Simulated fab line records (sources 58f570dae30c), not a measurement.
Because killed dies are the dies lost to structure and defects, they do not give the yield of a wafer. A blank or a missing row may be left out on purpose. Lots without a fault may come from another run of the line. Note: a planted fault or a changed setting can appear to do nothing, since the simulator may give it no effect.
Split-lot trial | flow berkeley-cmos170 | route with 331 steps; 5 lots, 23 wafers read

== THE SPLIT ==
At UCB170_M1_SPUTTER_00 (material Al, target thk 600 nm, time 80 s), the setting time-s was moved away from the recipe's 80 s on 7 of the 23 wafers read, by -7.0% to +5.7%. This setting was run at the recipe's value on the other wafers.

== FROM THE SPLIT TO THE READING: what the file shows between them, 3 steps ==
- UCB170_M1_RS_MEAS_01: measures by four-point-probe
- UCB170_M1_THK_MEAS_02: measures by xrf
- UCB170_M1_COAT_04: resist thk 900 nm (also split here: spin-rpm)

== THE READING ==
oes-product-au, in a.u., at UCB170_M1_METAL_ETCH_12 (etches Al in Cl2/BCl3, stops on PSG, target depth 780 nm, time 130 s). Typical for fault-free wafers on this fab line: 0.854 a.u., with standard deviation 0.013 a.u.

wafer  | tool, chamber at the split | time-s as run, s | against the recipe | oes-product-au, a.u. | against lot-mates on the recipe
L076.1 | pvd-sputter-02, -          | 80               | recipe             | 0.836                | -
L076.2 | pvd-sputter-02, -          | 80               | recipe             | 0.850                | -
L076.4 | pvd-sputter-02, -          | 80               | recipe             | 0.841                | -
L076.5 | pvd-sputter-02, -          | 80               | recipe             | 0.837                | -
L076.6 | pvd-sputter-02, -          | 80               | recipe             | 0.847                | -
L078.1 | pvd-sputter-02, -          | 80               | recipe             | 0.854                | -
L078.2 | pvd-sputter-02, -          | 74.42            | -7.0%              | 0.819                | -0.034
L078.3 | pvd-sputter-02, -          | 80               | recipe             | 0.856                | -
L078.5 | pvd-sputter-02, -          | 74.42            | -7.0%              | 0.824                | -0.029
L078.6 | pvd-sputter-02, -          | 80               | recipe             | 0.850                | -
L079.1 | pvd-sputter-01, -          | 80               | recipe             | 0.854                | -
L079.4 | pvd-sputter-01, -          | 80               | recipe             | 0.859                | -
L079.6 | pvd-sputter-01, -          | 80               | recipe             | 0.858                | -
L082.2 | pvd-sputter-04, -          | 83.05            | +3.8%              | 0.896                | +0.020
L082.3 | pvd-sputter-04, -          | 80               | recipe             | 0.880                | -
L082.4 | pvd-sputter-04, -          | 83.05            | +3.8%              | 0.888                | +0.012
L082.5 | pvd-sputter-04, -          | 80               | recipe             | 0.872                | -
L082.6 | pvd-sputter-04, -          | 83.05            | +3.8%              | 0.889                | +0.013
L084.1 | pvd-sputter-01, -          | 80               | recipe             | 0.878                | -
L084.2 | pvd-sputter-01, -          | 80               | recipe             | 0.869                | -
L084.3 | pvd-sputter-01, -          | 80               | recipe             | 0.882                | -
L084.4 | pvd-sputter-01, -          | 84.59            | +5.7%              | 0.893                | +0.017
L084.5 | pvd-sputter-01, -          | 84.59            | +5.7%              | 0.900                | +0.024

FIT RESULTS
A straight line over all 23 wafers: oes-product-au changes by +0.00635 a.u. for each +1% of time-s; r = +0.83; the points scatter about the line by 0.013 a.u.
The same after taking each lot's own level away (the mean of its wafers on the recipe; 23 wafers): +0.00413 a.u. for each +1%; r = +0.95; scatter 0.0044 a.u.
According to that fit, moving time-s by its largest amount changes the reading by 0.029 a.u.
Across the lots, their own levels run from 0.8422 to 0.8763 a.u., a range of 2.6 times the standard deviation given above.
Thus the slope moves with the lot-to-lot level: the two fits are different.
Check: for one of the wafers moved furthest among these (-7.0%), held out of the fit, the line's prediction against its lot-mates is -0.0272 a.u. It came out at -0.0343 a.u. against them.

== THE OTHER SPLITS THESE WAFERS WENT THROUGH ==
Other splits were also applied to these wafers ahead of the reading. Each is held against what the fit with the lots' levels taken away leaves over:
other split on the same wafers | wafers away from the commonest value | r with oes-product-au (lot level and that fit taken away)
UCB170_M1_COAT_04 spin-rpm     | 10                                   | -0.31

== THE WHOLE CHAIN: every reading that the file lists as answering this split, in the file's order ==
step                    | what it does                                                         | reading                                                                     | change (the file's fit)                   | r (the file's)
UCB170_M1_SPUTTER_00    | material Al, target thk 600 nm, time 80 s                            | Al_of_M1_SPUTTER_00.thk-nm (the simulator's own value, which no gauge read) | +5.92 nm for each +1% of the setting      | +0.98
UCB170_M1_RS_MEAS_01    | measures by four-point-probe                                         | M1_AL_RS                                                                    | -0.000501 for each +1% of the setting     | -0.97
UCB170_M1_THK_MEAS_02   | measures by xrf                                                      | M1_AL_THK                                                                   | +5.87 for each +1% of the setting         | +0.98
UCB170_M1_METAL_ETCH_12 | etches Al in Cl2/BCl3, stops on PSG, target depth 780 nm, time 130 s | oes-product-au                                                              | +0.00413 a.u. for each +1% of the setting | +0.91

== FILE'S OWN FIT ==
oes-product-au changes by +0.00413 a.u. for each +1% of time-s, r = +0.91.
